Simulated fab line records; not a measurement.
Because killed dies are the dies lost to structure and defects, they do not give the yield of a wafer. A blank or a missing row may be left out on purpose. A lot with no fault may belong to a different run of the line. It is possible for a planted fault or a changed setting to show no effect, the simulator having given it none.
2 desks looking at one fault ; flow berkeley-cmos170 ; each desk holds nothing but its own numbers, with what lay behind them at the end

THE METROLOGY DESK
What the gauges read for every lot (on any tool): the sampled wafers with a number, averaged. If a lot's mean is further than 4 standard deviations from the usual mean, the lot is out of limits and carries the mark OUT (the distance appears in the brackets).
Columns: A = M1_AL_THK at UCB170_M1_THK_MEAS_02, usual 602 nm; B = M3_AL_THK at UCB170_M3_THK_MEAS_03, usual 896 nm
lot;first seen here;A;B
L897;day 6 21:52;601;891
L898;day 7 04:09;594;899
L900;day 7 17:19;603;879
L902;day 8 13:05;602;897
L906;day 8 23:39;604;904
L908;day 9 00:06;608;903
L903;day 9 00:34;601;907
L909;day 9 14:31;595;911
L907;day 9 14:47;608;898
L910;day 9 20:27;599;880
L914;day 11 03:11;607;903
L915;day 11 03:28;598;891
L919;day 11 20:11;601;888
L920;day 11 20:22;600;902
This desk's verdict: no lot among the 14 shows anything out of limits.

TOOL OWNER'S DESK, litho-track-04
The tool's own readings at UCB170_PWELL_PEB_11: means of the sampled wafers that have a number, for each lot that ran on this tool. If a lot's mean is further than 4 standard deviations from the usual mean, the lot is out of limits and carries the mark OUT (the distance appears in the brackets).
Columns: A = heater-power-total-W at UCB170_PWELL_PEB_11, usual 56.79 W; B = plate-temp-C at UCB170_PWELL_PEB_11, usual 129.99 C
lot;first seen here;A;B
L898;day 3 02:32;56.73;130.08
L902;day 4 02:47;56.81;130.05
L907;day 5 03:36;56.82;129.96
L906;day 5 04:02;56.78;129.84
L914;day 6 15:21;58.53 (+36) OUT;132.99 (+21) OUT
L915;day 6 19:43;58.52 (+36) OUT;133.18 (+23) OUT
This desk's verdict: out of limits on L914, L915, starting with L914 at day 6 15:21 (heater-power-total-W at UCB170_PWELL_PEB_11). L898, L902, L907, L906: within limits.

BROUGHT TOGETHER
An alarm could have come from the tool owner's desk at day 6 15:21, on L914, L915.
Nothing out of limits was seen by the metrology desk.
The metrology desk has L914, L915 on record, within its limits.
On litho-track-04, each named lot ran UCB170_PWELL_PEB_11.

WHAT THE SIMULATOR HAD INSERTED
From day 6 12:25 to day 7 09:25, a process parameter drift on litho-track-04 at UCB170_PWELL_PEB_11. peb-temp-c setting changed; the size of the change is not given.
Shown lots that were struck: L914, L915.
Each desk's first reading out of limits, in hours after the fault started: the tool owner's desk, 3.
